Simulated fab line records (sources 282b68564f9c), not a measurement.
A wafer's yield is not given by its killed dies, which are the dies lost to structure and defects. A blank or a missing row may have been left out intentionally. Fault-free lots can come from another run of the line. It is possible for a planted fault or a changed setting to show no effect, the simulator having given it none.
2 desks looking at one fault	flow rit-cmos	only its own numbers are on each desk; what lay behind them is given at the end

== DESK OF THE TOOL OWNER: litho-track-04 ==
The tool's own readings at RIT_CONTACT_COAT_03 (resist thk 1000 nm): means of the sampled wafers that have a number, for each lot that ran on this tool. Marked OUT: a lot whose mean sits more than 4 standard deviations from the usual mean, which makes it out of limits; the brackets give that distance.
Columns: A = spin-speed-rpm at RIT_CONTACT_COAT_03, usual 3249.8 rpm
lot	first seen here	A
L695	day 4 04:31	3148.6 (-46) OUT
L702	day 5 17:35	3152.5 (-44) OUT
L713	day 7 21:12	3252.6
This desk's verdict: out of limits on L695, L702, starting with L695 at day 4 04:31 (spin-speed-rpm at RIT_CONTACT_COAT_03). Within limits: L713.

== THE METROLOGY DESK ==
What the gauges read, lot by lot, whatever tool the lot ran on: means of the sampled wafers that have a number. Marked OUT: a lot whose mean sits more than 4 standard deviations from the usual mean, which makes it out of limits; the brackets give that distance.
Columns: A = PLDD_RS at RIT_SDANNEAL_RS_MEAS_06, usual 180.5 ohm/sq; B = NLDD_RS at RIT_SDANNEAL_RS_MEAS_07, usual 152.7 ohm/sq; C = SILICIDE_TI_RS at RIT_SILICIDE_RS_MEAS_02, usual 47.5 ohm/sq; D = SILICIDE_TI_THK at RIT_SILICIDE_THK_MEAS_03, usual 30.3 nm; E = CONTACT_TEOS_THK at RIT_CONTACT_THK_MEAS_01, usual 416 nm; F = cd-nm at RIT_CONTACT_CD_MEAS_08, usual 1000.4 nm; G = CONTACT_OVL at RIT_CONTACT_OVL_MEAS_09, usual 0.5 nm
lot	first seen here	A	B	C	D	E	F	G
L691	day 3 06:52	180.8	152.5	47.6	30.3	414	1001.7	1.9
L695	day 4 03:29	181.3	152.3	48.2	29.6	414	1001.9	-0.3
L702	day 5 16:32	180.6	152.8	47.4	30.2	415	997.1	2.0
L708	day 6 20:46	180.6	153.0	47.8	30.1	422	998.1	0.7
L711	day 7 11:22	181.3	152.1	46.9	30.6	415	1000.0	0.2
L713	day 7 20:11	180.9	153.4	47.2	30.5	414	1000.2	-1.1
This desk's verdict: no lot among the 6 shows anything out of limits.

== ALL TOGETHER ==
An alarm could have come from the tool owner's desk at day 4 04:31, on L695, L702.
The metrology desk saw nothing out of limits.
The metrology desk has L695, L702 on record, within its limits.
Every lot named ran RIT_CONTACT_COAT_03 on litho-track-04.

== WHAT THE SIMULATOR HAD PUT IN ==
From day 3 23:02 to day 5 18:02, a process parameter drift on litho-track-04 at RIT_CONTACT_COAT_03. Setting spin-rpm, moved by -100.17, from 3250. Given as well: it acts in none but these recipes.
Shown lots that were struck: L695, L702.
Delay in hours, fault start to first out-of-limits reading, by desk: the tool owner's desk at 5.
